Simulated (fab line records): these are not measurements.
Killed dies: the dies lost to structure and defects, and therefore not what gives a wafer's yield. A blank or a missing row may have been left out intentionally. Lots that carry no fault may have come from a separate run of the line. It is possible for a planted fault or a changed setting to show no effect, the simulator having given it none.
fab line records :: flow ritCmos
[record]
  lots = 5
  wafers = 15
  lastDay = 8
route steps=202 shown REOX@100 NLDD@103 PLDD@114 SPACER@125
lots that met no fault: from a run of the same line without faults
startH: the number of hours between the record's first day and the start of the first shown wafer of the lot :: waitH: how many hours have passed since the lot's step before this one :: " repeats the value in the row above :: L1.1+2: a single row standing in for several wafers :: - value missing, or start not given :: * or withheld: withheld :: < > ~ a bound
route shown NAME@n: a module of which the file shows steps, and the number in the route of the first :: usual: mean and standard deviation over wafers with no fault :: same: alike in all rows :: chamber/n: place in a boat :: sites: each site's reading :: _std_site: their standard deviation :: _edge_site: the outer-site mean with the inner-site mean subtracted :: radiusMm: for every site, how far away it sits from the centre of the wafer :: mask NAME#n: copy n :: behind: the most recent tool/chamber to have shaped the wafer :: hold: why the lot went on hold/how many hours it stayed there/how the hold came to an end :: device: transistor that didn't switch, given as n, p or np :: end of line: the same wafers' tests at the end of the route :: a step without rows: its recipe alone :: killed: count of dies lost to structure and defects at first sort (not the wafer's yield) :: map: dies across one wafer; x = killed, . = not, _ = none there
set.NAME: the run value of the setting; set.NAME@STEP: its run value at that earlier step :: model.NAME: the simulator's own value behind a step, which no gauge read
certain route steps with their lots: each step a table, each wafer a row
services: from which hour (startH, from the record's first day; less than 0 if before it) a tool's chamber was out of use, for how many hours, and why
[[steps]]
[step RIT_REOX_CLEAN_02]
[recipe]
  chemistry = SC2
  mix = 3:3:50
  timeS = 600
  tempC = 75
  dry = n2Spin
[step RIT_REOX_OXIDATION_03]
[recipe]
  tempC = 900
  ambient = O2
  targetThkA = 252
  oxTimeS = 5580
[step RIT_REOX_THK_MEAS_04]
[recipe]
  reads = SiO2_of_REOX_OXIDATION_03
[usual]
  REOX_OXIDE_THK = 25.3/0.53
lot.wafer: L772.1
tool: filmMetro-04
chamber: -
startH: 52.22
waitH: 0.0
REOX_OXIDE_THK[nm]: 25.3

lot.wafer: L772.2
tool: filmMetro-04
chamber: -
startH: 52.22
waitH: 0.0
REOX_OXIDE_THK[nm]: 25.4

lot.wafer: L772.4
tool: filmMetro-04
chamber: -
startH: 52.22
waitH: 0.0
REOX_OXIDE_THK[nm]: 25.0

lot.wafer: L775.1
tool: filmMetro-01
chamber: -
startH: 65.12
waitH: 0.1
REOX_OXIDE_THK[nm]: 25.8

lot.wafer: L775.2
tool: filmMetro-01
chamber: -
startH: 65.12
waitH: 0.1
REOX_OXIDE_THK[nm]: 26.5

lot.wafer: L775.4
tool: filmMetro-01
chamber: -
startH: 65.12
waitH: 0.1
REOX_OXIDE_THK[nm]: 26.6

lot.wafer: L780.1
tool: filmMetro-04
chamber: -
startH: 91.45
waitH: 0.0
REOX_OXIDE_THK[nm]: 25.3

lot.wafer: L780.4
tool: filmMetro-04
chamber: -
startH: 91.45
waitH: 0.0
REOX_OXIDE_THK[nm]: 25.4

lot.wafer: L780.6
tool: filmMetro-04
chamber: -
startH: 91.45
waitH: 0.0
REOX_OXIDE_THK[nm]: 25.4

lot.wafer: L791.2
tool: filmMetro-03
chamber: -
startH: 172.02
waitH: 0.0
REOX_OXIDE_THK[nm]: 25.5

lot.wafer: L791.4
tool: filmMetro-03
chamber: -
startH: 172.02
waitH: 0.0
REOX_OXIDE_THK[nm]: 25.9

lot.wafer: L791.5
tool: filmMetro-03
chamber: -
startH: 172.02
waitH: 0.0
REOX_OXIDE_THK[nm]: 26.1

lot.wafer: L792.2
tool: filmMetro-04
chamber: -
startH: 172.02
waitH: 0.0
REOX_OXIDE_THK[nm]: 24.7

lot.wafer: L792.3
tool: filmMetro-04
chamber: -
startH: 172.02
waitH: 0.0
REOX_OXIDE_THK[nm]: 25.3

lot.wafer: L792.6
tool: filmMetro-04
chamber: -
startH: 172.02
waitH: 0.0
REOX_OXIDE_THK[nm]: 25.2
[step RIT_NLDD_HMDS_00]
[recipe]
  primeTimeS = 60
  primeTempC = 140
[step RIT_NLDD_COAT_01]
[recipe]
  resist = NOVOLAK
  spinRpm = 3250
  resistThkNm = 988.5
[step RIT_NLDD_SOFTBAKE_02]
[recipe]
  resist = NOVOLAK
  tempC = 90
  timeS = 60
[step RIT_NLDD_EXPOSE_03]
[recipe]
  maskId = M7
  na = 0.57
  targetCdNm = 40700
  doseMj = 250
[step RIT_NLDD_PEB_04]
[recipe]
  resist = NOVOLAK
  tempC = withheld
  timeS = withheld
[step RIT_NLDD_DEVELOP_05]
[recipe]
  resist = NOVOLAK
  developTimeS = 50
  devTempC = 23
[step RIT_NLDD_OVL_MEAS_06]
[usual]
  NLDD_OVL = 1.1/1.4
lot.wafer: L772.1
tool: overlay-01
chamber: -
startH: 53.13
waitH: -
NLDD_OVL[nm]: 3.2

lot.wafer: L772.2
tool: overlay-01
chamber: -
startH: 53.13
waitH: -
NLDD_OVL[nm]: 2.7

lot.wafer: L772.4
tool: overlay-01
chamber: -
startH: 53.13
waitH: -
NLDD_OVL[nm]: 4.0

lot.wafer: L775.1
tool: overlay-01
chamber: -
startH: 66.03
waitH: -
NLDD_OVL[nm]: 0.2

lot.wafer: L775.2
tool: overlay-01
chamber: -
startH: 66.03
waitH: -
NLDD_OVL[nm]: 4.1

lot.wafer: L775.4
tool: overlay-01
chamber: -
startH: 66.03
waitH: -
NLDD_OVL[nm]: 2.3

lot.wafer: L780.1
tool: overlay-01
chamber: -
startH: 92.53
waitH: -
NLDD_OVL[nm]: -0.4

lot.wafer: L780.4
tool: overlay-01
chamber: -
startH: 92.53
waitH: -
NLDD_OVL[nm]: 2.2

lot.wafer: L780.6
tool: overlay-01
chamber: -
startH: 92.53
waitH: -
NLDD_OVL[nm]: 0.4

lot.wafer: L791.2
tool: overlay-02
chamber: -
startH: 173.05
waitH: -
NLDD_OVL[nm]: 1.7

lot.wafer: L791.4
tool: overlay-02
chamber: -
startH: 173.05
waitH: -
NLDD_OVL[nm]: 2.1

lot.wafer: L791.5
tool: overlay-02
chamber: -
startH: 173.05
waitH: -
NLDD_OVL[nm]: 1.8

lot.wafer: L792.2
tool: overlay-01
chamber: -
startH: 173.29
waitH: -
NLDD_OVL[nm]: -0.6

lot.wafer: L792.3
tool: overlay-01
chamber: -
startH: 173.29
waitH: -
NLDD_OVL[nm]: -2.0

lot.wafer: L792.6
tool: overlay-01
chamber: -
startH: 173.29
waitH: -
NLDD_OVL[nm]: 0.6
[step RIT_NLDD_HARDBAKE_07]
[recipe]
  resist = NOVOLAK
  tempC = 140
  timeS = 60
[step RIT_NLDD_IMPLANT_08]
[recipe]
  species = P
  energyKev = 20
  doseCm2 = 5e+14
  tiltDeg = 7
[step RIT_NLDD_STRIP_09]
[recipe]
  chemistry = O2
  timeS = 180
  resist = NOVOLAK
  platenTempC = withheld
  powerW = 500
  pressureMtorr = 4000
  o2FlowSccm = 4000
[usual]
  drypumpMotorCurrentA = 5.9/0.41
  runLengthS = 208.4/0.38
lot.wafer: L772.1
tool: plasmaAsher-02
chamber: 1
startH: 53.47
waitH: 0.1
drypumpMotorCurrentA: 5.4
rfHoursCounterH: 43
runLengthS: 207.7
model.NOVOLAK_of_NLDD_COAT_01.thkNm: 0

lot.wafer: L772.2
tool: plasmaAsher-02
chamber: 0
startH: 53.47
waitH: 0.1
drypumpMotorCurrentA: 6.4
rfHoursCounterH: 43
runLengthS: 208.1
model.NOVOLAK_of_NLDD_COAT_01.thkNm: 0

lot.wafer: L772.4
tool: plasmaAsher-02
chamber: 0
startH: 53.47
waitH: 0.1
drypumpMotorCurrentA: 6.4
rfHoursCounterH: -
runLengthS: 208.4
model.NOVOLAK_of_NLDD_COAT_01.thkNm: 0

lot.wafer: L775.1
tool: plasmaAsher-02
chamber: 0
startH: 66.37
waitH: 0.1
drypumpMotorCurrentA: 6.4
rfHoursCounterH: 44
runLengthS: 208.1
model.NOVOLAK_of_NLDD_COAT_01.thkNm: 0

lot.wafer: L775.2
tool: plasmaAsher-02
chamber: 1
startH: 66.37
waitH: 0.1
drypumpMotorCurrentA: 5.4
rfHoursCounterH: 44
runLengthS: 207.9
model.NOVOLAK_of_NLDD_COAT_01.thkNm: 0

lot.wafer: L775.4
tool: plasmaAsher-02
chamber: 1
startH: 66.37
waitH: 0.1
drypumpMotorCurrentA: 5.5
rfHoursCounterH: -
runLengthS: 207.6
model.NOVOLAK_of_NLDD_COAT_01.thkNm: 0

lot.wafer: L780.1
tool: plasmaAsher-02
chamber: 0
startH: 92.86
waitH: 0.1
drypumpMotorCurrentA: 6.4
rfHoursCounterH: 47
runLengthS: 72.3
model.NOVOLAK_of_NLDD_COAT_01.thkNm: 142.7

lot.wafer: L780.4
tool: plasmaAsher-02
chamber: 1
startH: 92.86
waitH: 0.1
drypumpMotorCurrentA: 5.4
rfHoursCounterH: -
runLengthS: 72.1
model.NOVOLAK_of_NLDD_COAT_01.thkNm: 144.7

lot.wafer: L780.6
tool: plasmaAsher-02
chamber: 0
startH: 92.86
waitH: 0.1
drypumpMotorCurrentA: 6.4
rfHoursCounterH: -
runLengthS: 72.4
model.NOVOLAK_of_NLDD_COAT_01.thkNm: 142.4

lot.wafer: L791.2
tool: plasmaAsher-01
chamber: 0
startH: 173.38
waitH: 0.1
drypumpMotorCurrentA: 5.7
rfHoursCounterH: 51
runLengthS: 208.8
model.NOVOLAK_of_NLDD_COAT_01.thkNm: 0

lot.wafer: L791.4
tool: plasmaAsher-01
chamber: 0
startH: 173.38
waitH: 0.1
drypumpMotorCurrentA: 5.7
rfHoursCounterH: -
runLengthS: 208.4
model.NOVOLAK_of_NLDD_COAT_01.thkNm: 0

lot.wafer: L791.5
tool: plasmaAsher-01
chamber: 0
startH: 173.38
waitH: 0.1
drypumpMotorCurrentA: 5.7
rfHoursCounterH: -
runLengthS: 208.5
model.NOVOLAK_of_NLDD_COAT_01.thkNm: 0

lot.wafer: L792.2
tool: plasmaAsher-03
chamber: 0
startH: 173.62
waitH: 0.1
drypumpMotorCurrentA: 6.3
rfHoursCounterH: 50
runLengthS: 207.9
model.NOVOLAK_of_NLDD_COAT_01.thkNm: 0

lot.wafer: L792.3
tool: plasmaAsher-03
chamber: 1
startH: 173.62
waitH: 0.1
drypumpMotorCurrentA: 6.1
rfHoursCounterH: -
runLengthS: 208.9
model.NOVOLAK_of_NLDD_COAT_01.thkNm: 0

lot.wafer: L792.6
tool: plasmaAsher-03
chamber: 1
startH: 173.62
waitH: 0.1
drypumpMotorCurrentA: 6.1
rfHoursCounterH: -
runLengthS: 208.4
model.NOVOLAK_of_NLDD_COAT_01.thkNm: 0
[step RIT_NLDD_TW_MEAS_10]
[usual]
  NLDD_TW = 2504/14
lot.wafer: L772.1
tool: filmMetro-04
chamber: -
startH: 53.65
waitH: 0.1
NLDD_TW: 2512

lot.wafer: L772.2
tool: filmMetro-04
chamber: -
startH: 53.65
waitH: 0.1
NLDD_TW: 2526

lot.wafer: L772.4
tool: filmMetro-04
chamber: -
startH: 53.65
waitH: 0.1
NLDD_TW: 2502

lot.wafer: L775.1
tool: filmMetro-04
chamber: -
startH: 66.54
waitH: 0.1
NLDD_TW: 2510

lot.wafer: L775.2
tool: filmMetro-04
chamber: -
startH: 66.54
waitH: 0.1
NLDD_TW: 2531

lot.wafer: L775.4
tool: filmMetro-04
chamber: -
startH: 66.54
waitH: 0.1
NLDD_TW: 2529

lot.wafer: L780.1
tool: filmMetro-02
chamber: -
startH: 93.04
waitH: 0.1
NLDD_TW: 2501

lot.wafer: L780.4
tool: filmMetro-02
chamber: -
startH: 93.04
waitH: 0.1
NLDD_TW: 2512

lot.wafer: L780.6
tool: filmMetro-02
chamber: -
startH: 93.04
waitH: 0.1
NLDD_TW: 2513

lot.wafer: L791.2
tool: filmMetro-02
chamber: -
startH: 173.57
waitH: 0.1
NLDD_TW: 2507

lot.wafer: L791.4
tool: filmMetro-02
chamber: -
startH: 173.57
waitH: 0.1
NLDD_TW: 2499

lot.wafer: L791.5
tool: filmMetro-02
chamber: -
startH: 173.57
waitH: 0.1
NLDD_TW: 2509

lot.wafer: L792.2
tool: filmMetro-01
chamber: -
startH: 173.81
waitH: 0.1
NLDD_TW: 2474

lot.wafer: L792.3
tool: filmMetro-01
chamber: -
startH: 173.81
waitH: 0.1
NLDD_TW: 2496

lot.wafer: L792.6
tool: filmMetro-01
chamber: -
startH: 173.81
waitH: 0.1
NLDD_TW: 2491
[step RIT_PLDD_HMDS_00]
[recipe]
  primeTimeS = 60
  primeTempC = 140
[step RIT_PLDD_COAT_01]
[recipe]
  resist = NOVOLAK
  spinRpm = 3250
  resistThkNm = 1000
[step RIT_PLDD_SOFTBAKE_02]
[recipe]
  resist = NOVOLAK
  tempC = 90
  timeS = 60
[step RIT_PLDD_EXPOSE_03]
[recipe]
  maskId = M8
  na = 0.57
  targetCdNm = 40900
  doseMj = 250
[step RIT_PLDD_PEB_04]
[recipe]
  resist = NOVOLAK
  tempC = withheld
  timeS = withheld
[step RIT_PLDD_DEVELOP_05]
[recipe]
  resist = NOVOLAK
  developTimeS = 50
  devTempC = 23
[step RIT_PLDD_OVL_MEAS_06]
[usual]
  PLDD_OVL = 0.4/1.6
lot.wafer: L772.1
tool: overlay-02
chamber: -
startH: 54.68
waitH: -
PLDD_OVL[nm]: -0.5

lot.wafer: L772.2
tool: overlay-02
chamber: -
startH: 54.68
waitH: -
PLDD_OVL[nm]: -1.0

lot.wafer: L772.4
tool: overlay-02
chamber: -
startH: 54.68
waitH: -
PLDD_OVL[nm]: -0.9

lot.wafer: L775.1
tool: overlay-01
chamber: -
startH: 67.58
waitH: -
PLDD_OVL[nm]: -1.7

lot.wafer: L775.2
tool: overlay-01
chamber: -
startH: 67.58
waitH: -
PLDD_OVL[nm]: -3.4

lot.wafer: L775.4
tool: overlay-01
chamber: -
startH: 67.58
waitH: -
PLDD_OVL[nm]: 1.0

lot.wafer: L780.1
tool: overlay-01
chamber: -
startH: 93.95
waitH: -
PLDD_OVL[nm]: 1.7

lot.wafer: L780.4
tool: overlay-01
chamber: -
startH: 93.95
waitH: -
PLDD_OVL[nm]: 1.8

lot.wafer: L780.6
tool: overlay-01
chamber: -
startH: 93.95
waitH: -
PLDD_OVL[nm]: 3.9

lot.wafer: L791.2
tool: overlay-01
chamber: -
startH: 174.60
waitH: -
PLDD_OVL[nm]: -2.4

lot.wafer: L791.4
tool: overlay-01
chamber: -
startH: 174.60
waitH: -
PLDD_OVL[nm]: 0.3

lot.wafer: L791.5
tool: overlay-01
chamber: -
startH: 174.60
waitH: -
PLDD_OVL[nm]: -2.1

lot.wafer: L792.2
tool: overlay-02
chamber: -
startH: 174.84
waitH: -
PLDD_OVL[nm]: 0.4

lot.wafer: L792.3
tool: overlay-02
chamber: -
startH: 174.84
waitH: -
PLDD_OVL[nm]: 0.7

lot.wafer: L792.6
tool: overlay-02
chamber: -
startH: 174.84
waitH: -
PLDD_OVL[nm]: -0.3
[step RIT_PLDD_HARDBAKE_07]
[recipe]
  resist = NOVOLAK
  tempC = 140
  timeS = 60
[step RIT_PLDD_IMPLANT_08]
[recipe]
  species = BF2
  energyKev = 20
  doseCm2 = 8.893e+14
  tiltDeg = 7
[step RIT_PLDD_STRIP_09]
[recipe]
  chemistry = O2
  timeS = 180
  resist = NOVOLAK
  platenTempC = withheld
  powerW = 500
  pressureMtorr = 4000
  o2FlowSccm = 4000
[usual]
  drypumpMotorCurrentA = 5.8/0.46
  runLengthS = 208.4/0.47
lot.wafer: L772.1
tool: plasmaAsher-04
chamber: 1
startH: 55.02
waitH: 0.1
drypumpMotorCurrentA: 5.3
rfHoursCounterH: 28
runLengthS: 207.6

lot.wafer: L772.2
tool: plasmaAsher-04
chamber: 0
startH: 55.02
waitH: 0.1
drypumpMotorCurrentA: 5.2
rfHoursCounterH: 28
runLengthS: 209.0

lot.wafer: L772.4
tool: plasmaAsher-04
chamber: 0
startH: 55.02
waitH: 0.1
drypumpMotorCurrentA: 5.2
rfHoursCounterH: -
runLengthS: 208.8

lot.wafer: L775.1
tool: plasmaAsher-02
chamber: 0
startH: 67.92
waitH: 0.1
drypumpMotorCurrentA: 6.4
rfHoursCounterH: 45
runLengthS: 208.3

lot.wafer: L775.2
tool: plasmaAsher-02
chamber: 1
startH: 67.92
waitH: 0.1
drypumpMotorCurrentA: 5.4
rfHoursCounterH: 45
runLengthS: 207.8

lot.wafer: L775.4
tool: plasmaAsher-02
chamber: 0
startH: 67.92
waitH: 0.1
drypumpMotorCurrentA: 6.4
rfHoursCounterH: -
runLengthS: 208.9

lot.wafer: L780.1
tool: plasmaAsher-02
chamber: 1
startH: 94.29
waitH: 0.1
drypumpMotorCurrentA: 5.4
rfHoursCounterH: 48
runLengthS: 207.7

lot.wafer: L780.4
tool: plasmaAsher-02
chamber: 0
startH: 94.29
waitH: 0.1
drypumpMotorCurrentA: 6.4
rfHoursCounterH: -
runLengthS: 208.2

lot.wafer: L780.6
tool: plasmaAsher-02
chamber: 0
startH: 94.29
waitH: 0.1
drypumpMotorCurrentA: 6.4
rfHoursCounterH: -
runLengthS: 208.5

lot.wafer: L791.2
tool: plasmaAsher-04
chamber: 1
startH: 174.93
waitH: 0.1
drypumpMotorCurrentA: 5.4
rfHoursCounterH: 39
runLengthS: 208.2

lot.wafer: L791.4
tool: plasmaAsher-04
chamber: 0
startH: 174.93
waitH: 0.1
drypumpMotorCurrentA: 5.2
rfHoursCounterH: -
runLengthS: 209.2

lot.wafer: L791.5
tool: plasmaAsher-04
chamber: 1
startH: 174.93
waitH: 0.1
drypumpMotorCurrentA: 5.4
rfHoursCounterH: -
runLengthS: 208.1

lot.wafer: L792.2
tool: plasmaAsher-03
chamber: 1
startH: 175.17
waitH: 0.1
drypumpMotorCurrentA: 6.1
rfHoursCounterH: 50
runLengthS: 208.7

lot.wafer: L792.3
tool: plasmaAsher-03
chamber: 1
startH: 175.17
waitH: 0.1
drypumpMotorCurrentA: 6.1
rfHoursCounterH: -
runLengthS: 208.6

lot.wafer: L792.6
tool: plasmaAsher-03
chamber: 1
startH: 175.17
waitH: 0.1
drypumpMotorCurrentA: 6.1
rfHoursCounterH: -
runLengthS: 209.3
[step RIT_PLDD_TW_MEAS_10]
[usual]
  PLDD_TW = 2351/12
lot.wafer: L772.1
tool: filmMetro-04
chamber: -
startH: 55.19
waitH: 0.1
PLDD_TW: 2360

lot.wafer: L772.2
tool: filmMetro-04
chamber: -
startH: 55.19
waitH: 0.1
PLDD_TW: 2359

lot.wafer: L772.4
tool: filmMetro-04
chamber: -
startH: 55.19
waitH: 0.1
PLDD_TW: 2365

lot.wafer: L775.1
tool: filmMetro-02
chamber: -
startH: 68.09
waitH: 0.1
PLDD_TW: 2367

lot.wafer: L775.2
tool: filmMetro-02
chamber: -
startH: 68.09
waitH: 0.1
PLDD_TW: 2350

lot.wafer: L775.4
tool: filmMetro-02
chamber: -
startH: 68.09
waitH: 0.1
PLDD_TW: 2359

lot.wafer: L780.1
tool: filmMetro-02
chamber: -
startH: 94.46
waitH: 0.1
PLDD_TW: 30

lot.wafer: L780.4
tool: filmMetro-02
chamber: -
startH: 94.46
waitH: 0.1
PLDD_TW: 30

lot.wafer: L780.6
tool: filmMetro-02
chamber: -
startH: 94.46
waitH: 0.1
PLDD_TW: 30

lot.wafer: L791.2
tool: filmMetro-01
chamber: -
startH: 175.11
waitH: 0.1
PLDD_TW: 2351

lot.wafer: L791.4
tool: filmMetro-01
chamber: -
startH: 175.11
waitH: 0.1
PLDD_TW: 2332

lot.wafer: L791.5
tool: filmMetro-01
chamber: -
startH: 175.11
waitH: 0.1
PLDD_TW: 2333

lot.wafer: L792.2
tool: filmMetro-04
chamber: -
startH: 175.35
waitH: 0.1
PLDD_TW: 2374

lot.wafer: L792.3
tool: filmMetro-04
chamber: -
startH: 175.35
waitH: 0.1
PLDD_TW: 2358

lot.wafer: L792.6
tool: filmMetro-04
chamber: -
startH: 175.35
waitH: 0.1
PLDD_TW: 2355
[step RIT_SPACER_CLEAN_00]
[recipe]
  chemistry = SC1
  mix = 3:3:50
  timeS = 600
  tempC = 75
[[services]]
tool: plasmaAsher-03
chamber: -
startH: 41.29
hours: 28.1
kind: pm

tool: plasmaAsher-02
chamber: -
startH: 57.74
hours: 2.3
kind: repair

tool: plasmaAsher-03
chamber: -
startH: 102.36
hours: 0.6
kind: repair

tool: plasmaAsher-02
chamber: -
startH: 108.75
hours: 9.0
kind: pm

tool: plasmaAsher-02
chamber: 0
startH: 108.75
hours: 9.0
kind: ventCycle

tool: plasmaAsher-02
chamber: 1
startH: 108.75
hours: 9.0
kind: ventCycle

tool: plasmaAsher-02
chamber: 0
startH: 117.75
hours: -
kind: clean

tool: plasmaAsher-02
chamber: 1
startH: 117.75
hours: -
kind: clean

tool: plasmaAsher-04
chamber: -
startH: 142.29
hours: 2.6
kind: repair
[[key]]
[firstSign]
  step = RIT_NLDD_STRIP_09
  reading = runLengthS
  direction = down
  sigmas = 99+
  usual = *
  struck = *
[effect]
  step = RIT_PLDD_TW_MEAS_10
  reading = PLDD_TW
  direction = down
  sigmas = 99+
  usual = 2351
  struck = 30
[modelEffect]
  step = RIT_NLDD_STRIP_09
  value = NOVOLAK_of_NLDD_COAT_01.thkNm
  without = 0
  struck = 143.3
metAt RIT_NLDD_STRIP_09
struckWafers L780.1,L780.4,L780.6
sortLeftOut L780.1,L780.4,L780.6
testerLeftOut L780
onsetBetween 66.37 92.86
[fault]
  kind = stripAborted
  tool = plasmaAsher-02
  chamber = -
  onsetH = 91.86
  steps = RIT_NLDD_STRIP_09
  offset = 0.6
  endH = 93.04
// testerLeftOut: of these lots the tester's yield and bins aren't shown, on N5 and GAA mostly nor the transistor test; their killed dies are dies lost to structure and defects alone, not to doping, threshold or leakage, so they don't give the yield
// sortLeftOut: the simulated sort isn't trusted on such a fault, so these wafers' sort isn't shown, and their yield isn't known
